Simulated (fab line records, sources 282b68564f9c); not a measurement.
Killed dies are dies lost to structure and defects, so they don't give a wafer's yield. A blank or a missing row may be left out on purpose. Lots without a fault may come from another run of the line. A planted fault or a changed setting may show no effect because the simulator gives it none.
fab line records | flow rit_cmos
record lots=12 wafers=36 last_day=7
route steps=202 shown ACTIVE@5 GATE@93 PSD@150 M1@202
lots that met no fault: from a run of the same line without faults
start_h: hours from the record's first day to the start of the lot's first wafer shown | wait_h: hours since the lot's step before | " the same as in the row above | L1.1+2: a row that stands for several wafers | - no value, or no start given | * or withheld: withheld | < > ~ a bound
route shown NAME@n: a module of which the file shows steps, and the number in the route of the first | usual: mean/standard deviation of fault-free wafers | same: alike in all rows | chamber/n: place in a boat | sites: the reading at each site | _std_site: their standard deviation | _edge_site: outer sites' mean less inner sites' | radius_mm: how far each site lies from the wafer's centre | mask NAME#n: copy n | behind: the tool/chamber that last shaped the wafer | hold: why the lot was held/for how many hours/how that ended | device: the transistor (n, p or np) that didn't switch | end of line: the same wafers' tests at the end of the route | a step without rows: its recipe alone | killed: dies lost to structure and defects at the first sort, not the wafer's yield | map: a wafer's dies, x killed, . not, _ none there
set.NAME: the setting as run; set.NAME@STEP: as run at that earlier step | model.NAME: the simulator's own value behind a step, which no gauge read
steps of the route over a sample of lots; a table a step, a row a wafer
services: from which hour (start_h, from the record's first day; less than 0 if before it) a tool's chamber was out of use, for how many hours, and why
## steps
# step RIT_ACTIVE_THK_MEAS_04
# recipe reads=Si3N4_of_ACTIVE_CVD_03
# usual ACTIVE_NITRIDE_THK=149.8/1.3
# columns lot.wafer tool chamber start_h wait_h ACTIVE_NITRIDE_THK[nm]
L778.1 film_metro-01 - 13.53 0.0 148.3
L778.5 " - " " 148.6
L778.6 " - " " 146.8
L779.1 film_metro-04 - 19.45 0.0 149.4
L779.4 " - " " 148.2
L779.5 " - " " 147.9
L780.1 film_metro-01 - 23.53 0.0 149.4
L780.4 " - " " 149.5
L780.6 " - " " 149.1
L781.2 film_metro-01 - 28.54 0.0 148.1
L781.3 " - " " 148.7
L781.4 " - " " 148.6
L782.1 film_metro-01 - 33.94 0.0 150.9
L782.2 " - " " 151.0
L782.3 " - " " 150.6
L783.1 film_metro-02 - 38.53 0.0 150.1
L783.2 " - " " 149.7
L783.3 " - " " 150.0
L787.2 film_metro-02 - 60.05 0.0 152.3
L787.5 " - " " 151.6
L787.6 " - " " 151.1
L790.1 film_metro-02 - 73.95 0.0 151.8
L790.3 " - " " 153.4
L790.6 " - " " 153.1
L792.2 film_metro-02 - 83.64 0.0 148.1
L792.3 " - " " 148.5
L792.6 " - " " 149.0
L797.1 film_metro-02 - 109.03 0.0 149.2
L797.2 " - " " 149.4
L797.4 " - " " 149.2
L798.1 film_metro-04 - 114.05 0.0 149.5
L798.3 " - " " 149.2
L798.5 " - " " 150.7
L800.1 film_metro-04 - 124.32 0.0 148.8
L800.3 " - " " 148.6
L800.6 " - " " 148.3
# step RIT_ACTIVE_STRIP_14
# recipe chemistry=O2 time_s=180 resist=NOVOLAK platen_temp_c=withheld power_w=500 pressure_mtorr=4000 o2_flow_sccm=4000
# usual chamber_pressure_mTorr=4000/3.5 drypump_motor_current_A=5.6/0.47
# columns lot.wafer tool chamber start_h wait_h chamber_pressure_mTorr drypump_motor_current_A rf_hours_counter_h
L778.1 plasma_asher-03 1 14.84 0.1 3997 6.1 23
L778.5 " 1 " " 4001 6.2 -
L778.6 " 0 " " 3998 5.9 -
L779.1 plasma_asher-01 1 20.82 0.1 4009 5.3 37
L779.4 " 0 " " 3999 5.1 -
L779.5 " 0 " " 4002 5.1 -
L780.1 plasma_asher-01 0 24.84 0.1 3998 5.1 38
L780.4 " 1 " " 4003 5.3 -
L780.6 " 1 " " 4001 5.3 -
L781.2 plasma_asher-02 0 29.97 0.1 3993 5.9 37
L781.3 " 0 " " 4002 5.9 -
L781.4 " 1 " " 4008 4.9 -
L782.1 plasma_asher-02 1 35.37 0.1 4000 4.9 37
L782.2 " 0 " " 3998 5.9 37
L782.3 " 0 " " 4001 5.9 -
L783.1 plasma_asher-02 0 39.97 0.1 4004 5.9 38
L783.2 " 1 " " 4009 4.9 38
L783.3 " 1 " " 4003 4.9 -
L787.2 plasma_asher-02 1 61.60 0.1 3995 4.9 40
L787.5 " 0 " " 4004 5.9 -
L787.6 " 1 " " 4001 4.9 -
L790.1 plasma_asher-02 1 75.42 0.1 3993 4.9 42
L790.3 " 0 " " 4006 5.9 -
L790.6 " 0 " " 3998 5.9 -
L792.2 plasma_asher-02 1 85.07 0.1 4004 4.9 43
L792.3 " 0 " " 3998 5.9 -
L792.6 " 1 " " 3998 4.9 -
L797.1 plasma_asher-01 0 110.34 0.1 4001 5.1 46
L797.2 " 1 " " 4000 5.3 46
L797.4 " 0 " " 4003 5.1 -
L798.1 plasma_asher-03 0 115.52 0.1 4002 5.9 34
L798.3 " 1 " " 3996 6.2 -
L798.5 " 1 " " 4001 6.2 -
L800.1 plasma_asher-03 0 125.64 0.1 4001 5.9 35
L800.3 " 0 " " 4000 5.9 -
L800.6 " 1 " " 4001 6.1 -
# step RIT_GATE_OVL_MEAS_17
# usual GATE_OVL=-0.6/1.4
# columns lot.wafer tool chamber start_h wait_h GATE_OVL[nm]
L778.1 overlay-01 - 37.94 0.1 -0.7
L778.5 " - " " -0.1
L778.6 " - " " -1.7
L779.1 overlay-01 - 42.95 0.1 -1.3
L779.4 " - " " -1.8
L779.5 " - " " -2.1
L780.1 overlay-01 - 48.88 0.1 -1.9
L780.4 " - " " -3.4
L780.6 " - " " -1.8
L781.2 overlay-01 - 51.37 0.1 -3.6
L781.3 " - " " -1.4
L781.4 " - " " -1.9
L782.1 overlay-02 - 59.07 0.1 1.0
L782.2 " - " " -0.3
L782.3 " - " " 1.4
L783.1 overlay-01 - 63.49 0.1 3.7
L783.2 " - " " 1.9
L783.3 " - " " 0.5
L787.2 overlay-01 - 82.47 0.1 0.4
L787.5 " - " " -0.1
L787.6 " - " " -1.0
L790.1 overlay-01 - 100.46 0.1 -4.5
L790.3 " - " " -2.6
L790.6 " - " " -2.6
L792.2 overlay-01 - 109.32 0.1 -0.4
L792.3 " - " " 0.0
L792.6 " - " " 1.5
L797.1 overlay-01 - 135.85 0.1 -0.1
L797.2 " - " " 1.3
L797.4 " - " " 2.1
L798.1 overlay-02 - 139.56 0.1 2.3
L798.3 " - " " 0.1
L798.5 " - " " 0.7
L800.1 overlay-01 - 151.18 0.1 0.4
L800.3 " - " " -0.1
L800.6 " - " " 0.8
# step RIT_PSD_IMPLANT_08
# recipe species=BF2 energy_kev=27 dose_cm2=4.885e+15 tilt_deg=7
# usual end_station_pressure_torr=1.39e-05/1.2e-06 tilt_deg=7.003/0.02
# same implant_ion_amu=49
# columns lot.wafer tool chamber start_h wait_h end_station_pressure_torr tilt_deg
L778.1 implanter-04 0 50.75 0.1 1.32e-05 7.010
L778.5 " 0 " " 1.44e-05 7.022
L778.6 " 0 " " 1.27e-05 7.031
L779.1 implanter-02 0 55.76 0.1 1.43e-05 6.999
L779.4 " 0 " " 1.39e-05 7.011
L779.5 " 0 " " 1.38e-05 7.008
L780.1 implanter-04 0 61.05 0.1 1.56e-05 7.003
L780.4 " 0 " " 1.41e-05 6.978
L780.6 " 0 " " 1.25e-05 7.007
L781.2 implanter-02 0 63.48 0.1 1.32e-05 7.014
L781.3 " 0 " " 1.27e-05 6.999
L781.4 " 0 " " 1.28e-05 6.985
L782.1 implanter-02 0 71.67 0.1 1.4e-05 6.996
L782.2 " 0 " " 1.31e-05 7.018
L782.3 " 0 " " 1.23e-05 7.030
L783.1 implanter-02 0 75.77 0.1 1.38e-05 7.008
L783.2 " 0 " " 1.45e-05 7.039
L783.3 " 0 " " 1.32e-05 7.048
L787.2 implanter-02 0 94.36 0.1 1.41e-05 7.005
L787.5 " 0 " " 1.31e-05 7.003
L787.6 " 0 " " 1.22e-05 6.992
L790.1 implanter-02 0 113.24 0.1 1.2e-05 6.550
L790.3 " 0 " " 1.45e-05 6.536
L790.6 " 0 " " 1.38e-05 6.549
L792.2 implanter-02 0 122.14 0.1 1.35e-05 6.532
L792.3 " 0 " " 1.26e-05 6.525
L792.6 " 0 " " 1.33e-05 6.560
L797.1 implanter-04 0 147.41 0.1 1.42e-05 6.993
L797.2 " 0 " " 1.31e-05 6.997
L797.4 " 0 " " 1.49e-05 7.011
L798.1 implanter-04 0 152.55 0.1 1.43e-05 7.019
L798.3 " 0 " " 1.37e-05 7.021
L798.5 " 0 " " 1.45e-05 7.025
L800.1 implanter-04 0 163.86 0.1 1.44e-05 7.016
L800.3 " 0 " " 1.29e-05 6.995
L800.6 " 0 " " 1.47e-05 6.970
# step RIT_M1_PROBE_99
# usual killed_at_M0_to_M3=0.0/0.14 killed_at_contacts=0.1/0.31 killed_at_front_end=7/3.2 killed_dies=7/3.2 killed_open=3.6/1.9 killed_short=3.6/2
# same gross_dies=264 killed_at_M4_up=0 killed_at_back_side=0 killed_at_other=0
# columns lot.wafer tool chamber start_h wait_h killed_at_M0_to_M3 killed_at_contacts killed_at_front_end killed_dies killed_open killed_short
L778.1 prober-02 - 58.99 0.1 0 0 10 10 5 5
L778.5 prober-02 - 59.19 0.2 0 0 11 11 4 7
L778.6 prober-02 - 59.24 0.2 0 0 3 3 1 2
L779.1 prober-01 - 64.06 0.1 0 0 4 4 2 2
L779.4 prober-01 - 64.21 0.2 1 0 8 9 4 4
L779.5 prober-01 - 64.26 0.2 1 0 10 11 4 6
L780.1 prober-02 - 69.26 0.1 0 0 5 5 3 1
L780.4 prober-02 - 69.41 0.2 0 0 11 11 4 6
L780.6 prober-02 - 69.51 0.2 0 0 7 7 4 3
L781.2 prober-01 - 71.58 0.1 0 0 8 8 5 3
L781.3 prober-01 - 71.63 0.2 0 0 7 7 2 5
L781.4 prober-01 - 71.68 0.2 0 0 5 5 3 2
L782.1 prober-02 - 79.98 0.1 0 1 8 9 2 7
L782.2 prober-02 - 80.03 0.1 0 1 4 5 3 2
L782.3 prober-02 - 80.08 0.2 0 0 8 8 6 2
L783.1 prober-01 - 84.08 0.1 0 0 3 3 2 1
L783.2 prober-01 - 84.13 0.1 0 0 6 6 3 3
L783.3 prober-01 - 84.18 0.2 0 0 11 11 6 5
L787.2 prober-02 - 102.82 0.1 0 0 7 7 4 3
L787.5 prober-02 - 102.97 0.2 0 0 6 6 3 3
L787.6 prober-02 - 103.02 0.2 0 0 2 2 2 0
L790.1 prober-02 - 121.38 0.1 0 0 11 11 5 6
L790.3 prober-02 - 121.48 0.2 0 0 8 8 4 4
L790.6 prober-02 - 121.63 0.2 0 0 10 10 4 6
L792.2 prober-02 - 130.70 0.1 0 0 9 9 5 4
L792.3 prober-02 - 130.75 0.2 0 0 9 9 4 5
L792.6 prober-02 - 130.90 0.2 0 0 8 8 5 3
L797.1 prober-01 - 155.46 0.1 0 0 16 16 8 8
L797.2 prober-01 - 155.51 0.1 0 0 9 9 4 4
L797.4 prober-01 - 155.61 0.2 0 0 8 8 3 5
L798.1 prober-02 - 160.87 0.1 0 0 8 8 5 3
L798.3 prober-02 - 160.97 0.2 0 0 8 8 2 6
L798.5 prober-02 - 161.07 0.2 0 0 9 9 4 5
L800.1 prober-02 - 172.08 0.1 0 0 17 17 12 5
L800.3 prober-02 - 172.18 0.2 0 0 7 7 3 3
L800.6 prober-02 - 172.33 0.2 0 0 8 8 3 5
# killed by level:class
L778.1 SPACER:geometric_particle:open=3 GATE:geometric_particle:open=2 SILICIDE:geometric_particle:short=2 FOX1:geometric_particle:short=1 GATE:geometric_particle:short=1 SPACER:geometric_particle:short=1
L778.5 GATE:geometric_particle:short=2 GATE:geometric_particle:open=2 REOX:geometric_particle:short=2 FOX1:geometric_particle:short=1 FOX2:geometric_particle:open=1 FOX2:geometric_particle:short=1 SILICIDE:geometric_particle:open=1 SILICIDE:geometric_particle:short=1
L778.6 FOX1:geometric_particle:short=1 GATE:geometric_particle:short=1 SPACER:geometric_particle:open=1
L779.1 GATE:geometric_particle:open=1 REOX:geometric_particle:short=1 SILICIDE:geometric_particle:open=1 SILICIDE:geometric_particle:short=1
L779.4 FOX1:geometric_particle:short=2 GATE:geometric_particle:open=2 FOX1:geometric_particle:open=1 REOX:geometric_particle:short=1 SPACER:geometric_particle:short=1 SPACER:geometric_particle:open=1 M1:coat_microbubble_printed=1
L779.5 GATE:geometric_particle:short=3 SPACER:geometric_particle:open=2 SPACER:geometric_particle:short=2 ACTIVE:geometric_particle:short=1 FOX2:geometric_particle:open=1 REOX:geometric_particle:open=1 M1:coat_microbubble_printed=1
L780.1 GATE:geometric_particle:open=2 FOX1:geometric_particle:open=1 SILICIDE:geometric_particle:short=1 PSD:coat_microbubble_printed=1
L780.4 GATE:geometric_particle:short=3 GATE:geometric_particle:open=2 FOX1:geometric_particle:open=1 REOX:geometric_particle:open=1 REOX:geometric_particle:short=1 SPACER:geometric_particle:short=1 SILICIDE:geometric_particle:short=1 PSD:coat_microbubble_printed=1
L780.6 GATE:geometric_particle:open=3 GATE:geometric_particle:short=1 REOX:geometric_particle:open=1 REOX:geometric_particle:short=1 SPACER:geometric_particle:short=1
L781.2 SILICIDE:geometric_particle:open=3 FOX1:geometric_particle:open=2 FOX1:geometric_particle:short=1 GATE:geometric_particle:short=1 SILICIDE:geometric_particle:short=1
L781.3 GATE:geometric_particle:short=3 FOX1:geometric_particle:short=1 GATE:geometric_particle:open=1 SILICIDE:geometric_particle:open=1 SILICIDE:geometric_particle:short=1
L781.4 GATE:geometric_particle:open=2 GATE:geometric_particle:short=1 REOX:geometric_particle:open=1 SILICIDE:geometric_particle:short=1
L782.1 FOX1:geometric_particle:short=2 GATE:geometric_particle:short=2 SPACER:geometric_particle:short=2 FOX1:geometric_particle:open=1 SILICIDE:geometric_particle:short=1 CONTACT:geometric_particle:open=1
L782.2 FOX1:geometric_particle:open=1 GATE:geometric_particle:short=1 SILICIDE:geometric_particle:short=1 SILICIDE:geometric_particle:open=1 CONTACT:geometric_particle:open=1
L782.3 GATE:geometric_particle:open=3 REOX:geometric_particle:open=2 FOX1:geometric_particle:open=1 REOX:geometric_particle:short=1 SILICIDE:geometric_particle:short=1
L783.1 FOX1:geometric_particle:open=1 FOX2:geometric_particle:short=1 SILICIDE:geometric_particle:open=1
L783.2 GATE:geometric_particle:short=2 GATE:geometric_particle:open=2 FOX1:geometric_particle:short=1 REOX:geometric_particle:open=1
L783.3 GATE:geometric_particle:open=4 GATE:geometric_particle:short=4 SILICIDE:geometric_particle:open=2 SILICIDE:geometric_particle:short=1
L787.2 FOX1:geometric_particle:short=2 FOX1:geometric_particle:open=1 FOX2:geometric_particle:open=1 GATE:geometric_particle:short=1 REOX:geometric_particle:open=1 SPACER:geometric_particle:open=1
L787.5 SPACER:geometric_particle:open=2 SILICIDE:geometric_particle:short=2 FOX2:geometric_particle:open=1 GATE:geometric_particle:short=1
L787.6 FOX1:geometric_particle:open=1 SPACER:geometric_particle:open=1
L790.1 GATE:geometric_particle:short=5 GATE:geometric_particle:open=2 SPACER:geometric_particle:open=2 FOX2:geometric_particle:open=1 REOX:geometric_particle:short=1
L790.3 FOX1:geometric_particle:open=2 SILICIDE:geometric_particle:short=2 GATE:geometric_particle:short=1 REOX:geometric_particle:open=1 REOX:geometric_particle:short=1 SILICIDE:geometric_particle:open=1
L790.6 SPACER:geometric_particle:short=3 GATE:geometric_particle:open=2 GATE:geometric_particle:short=2 SPACER:geometric_particle:open=2 SILICIDE:geometric_particle:short=1
L792.2 FOX1:geometric_particle:open=2 SILICIDE:geometric_particle:open=2 FOX2:geometric_particle:open=1 FOX2:geometric_particle:short=1 GATE:geometric_particle:short=1 SPACER:geometric_particle:short=1 SILICIDE:geometric_particle:short=1
L792.3 FOX1:geometric_particle:open=3 GATE:geometric_particle:short=2 FOX1:geometric_particle:short=1 SPACER:geometric_particle:short=1 SPACER:geometric_particle:open=1 SILICIDE:geometric_particle:short=1
L792.6 GATE:geometric_particle:short=2 REOX:geometric_particle:open=2 FOX1:geometric_particle:open=1 FOX2:geometric_particle:short=1 GATE:geometric_particle:open=1 SILICIDE:geometric_particle:open=1
L797.1 GATE:geometric_particle:open=4 FOX1:geometric_particle:short=3 GATE:geometric_particle:short=3 FOX1:geometric_particle:open=2 FOX2:geometric_particle:short=2 FOX2:geometric_particle:open=1 SILICIDE:geometric_particle:open=1
L797.2 GATE:geometric_particle:open=3 GATE:geometric_particle:short=3 SPACER:geometric_particle:short=1 SILICIDE:geometric_particle:open=1 PLDD:coat_microbubble_printed=1
L797.4 GATE:geometric_particle:short=3 FOX2:geometric_particle:short=2 GATE:geometric_particle:open=2 FOX1:geometric_particle:open=1
L798.1 SILICIDE:geometric_particle:open=2 FOX1:geometric_particle:open=1 FOX2:geometric_particle:open=1 GATE:geometric_particle:open=1 GATE:geometric_particle:short=1 REOX:geometric_particle:short=1 SILICIDE:geometric_particle:short=1
L798.3 REOX:geometric_particle:short=4 FOX1:geometric_particle:short=1 FOX1:geometric_particle:open=1 GATE:geometric_particle:short=1 REOX:geometric_particle:open=1
L798.5 REOX:geometric_particle:open=2 SPACER:geometric_particle:short=2 GATE:geometric_particle:short=1 REOX:geometric_particle:short=1 SPACER:geometric_particle:open=1 SILICIDE:geometric_particle:short=1 SILICIDE:geometric_particle:open=1
L800.1 GATE:geometric_particle:open=4 REOX:geometric_particle:short=4 SPACER:geometric_particle:open=4 FOX1:geometric_particle:open=2 REOX:geometric_particle:open=1 SPACER:geometric_particle:short=1 SILICIDE:geometric_particle:open=1
L800.3 FOX2:geometric_particle:open=1 FOX2:geometric_particle:short=1 GATE:geometric_particle:short=1 GATE:geometric_particle:open=1 REOX:geometric_particle:open=1 SPACER:geometric_particle:short=1 PRETRO:coat_microbubble_printed=1
L800.6 GATE:geometric_particle:short=4 GATE:geometric_particle:open=2 FOX2:geometric_particle:short=1 FOX2:geometric_particle:open=1
## services
# columns tool chamber start_h hours kind
plasma_asher-01 - 71.10 1.1 repair
implanter-04 - 113.77 1.9 repair
## key
first_sign step=RIT_PSD_IMPLANT_08 reading=tilt_deg direction=down sigmas=23 usual=7.003 struck=6.542
effect none on later readings
met_at RIT_PSD_IMPLANT_08
struck_lots L790,L792
tester_left_out L790,L792
not_acting_at RIT_ACTIVE_THK_MEAS_04,RIT_ACTIVE_STRIP_14,RIT_GATE_OVL_MEAS_17
onset_between 94.36 113.24
fault kind=process_parameter_drift tool=implanter-02 chamber=- onset_h=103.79 steps=RIT_PSD_IMPLANT_08 channel=tilt_deg offset=-0.46606 shape=step end_h=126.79 acts_in=these_recipes_only stated=7
# tester_left_out: of these lots the tester's yield and bins aren't shown, on N5 and GAA mostly nor the transistor test; their killed dies are dies lost to structure and defects alone, not to doping, threshold or leakage, so they don't give the yield
